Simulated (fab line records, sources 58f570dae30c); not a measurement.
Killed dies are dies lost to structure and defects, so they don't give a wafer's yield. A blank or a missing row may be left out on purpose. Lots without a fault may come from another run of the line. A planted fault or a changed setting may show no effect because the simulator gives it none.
One fault seen from 2 desks | flow berkeley_cmos170 | each desk has only its own numbers; what lay behind them comes last

THE TOOL OWNER'S DESK: litho_track-01
The tool's own readings at UCB170_V2_SOFTBAKE_08 (time 60 s): means of the sampled wafers that have a number, for each lot that ran on this tool. A lot is out of limits, marked OUT, if its mean lies more than 4 standard deviations from the usual mean; the brackets give that distance.
Columns: A = heater_power_total_W at UCB170_V2_SOFTBAKE_08, usual 56.80 W; B = plate_temp_C at UCB170_V2_SOFTBAKE_08, usual 130.03 C
lot  | first seen here | A               | B
L219 | day 8 21:46     | 56.77           | 130.02
L221 | day 8 22:40     | 56.82           | 130.00
L222 | day 9 06:37     | 57.79 (+22) OUT | 132.01 (+15) OUT
L223 | day 9 11:07     | 57.80 (+23) OUT | 131.62 (+12) OUT
This desk's finding: out of limits on L222, L223; first on L222, day 9 06:37 (heater_power_total_W at UCB170_V2_SOFTBAKE_08). In limits: L219, L221.

THE METROLOGY DESK
What the gauges read, lot by lot, whatever tool the lot ran on: means of the sampled wafers that have a number. A lot is out of limits, marked OUT, if its mean lies more than 4 standard deviations from the usual mean; the brackets give that distance.
Columns: A = cd_nm at UCB170_V2_CD_MEAS_12, usual 700.0 nm; B = cd_nm at UCB170_V2_CD_MEAS_90, usual 699.9 nm
lot  | first seen here | A     | B
L217 | day 7 23:13     | 698.4 | 697.9
L218 | day 8 10:10     | 697.8 | 697.3
L219 | day 8 22:46     | 701.7 | 701.7
L221 | day 8 23:22     | 698.1 | 697.1
L222 | day 9 07:11     | 703.4 | 704.0
L223 | day 9 11:47     | 706.5 | 706.6
L224 | day 9 14:48     | 701.0 | 701.7
L231 | day 10 21:36    | 698.5 | 698.7
L229 | day 10 22:28    | 698.4 | 698.3
L233 | day 11 07:55    | 700.4 | 700.1
L236 | day 11 15:49    | 702.7 | 702.6
L232 | day 11 16:07    | 699.1 | 698.9
L239 | day 12 07:46    | 700.0 | 699.5
L238 | day 12 11:32    | 699.2 | 700.6
This desk's finding: nothing out of limits on any of the 14 lots.

PUT TOGETHER
The tool owner's desk could have raised an alarm at day 9 06:37, on L222, L223.
The metrology desk saw nothing out of limits.
The metrology desk has L222, L223 on record, within its limits.
Of the lots named, all ran UCB170_V2_SOFTBAKE_08 on litho_track-01.

WHAT THE SIMULATOR HAD PUT IN
Process parameter drift: litho_track-01, from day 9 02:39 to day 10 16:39, at UCB170_V2_SOFTBAKE_08. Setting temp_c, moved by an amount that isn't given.
Lots struck among those shown: L222, L223.
Hours from the fault's start to each desk's first reading out of limits: the tool owner's desk, 4.
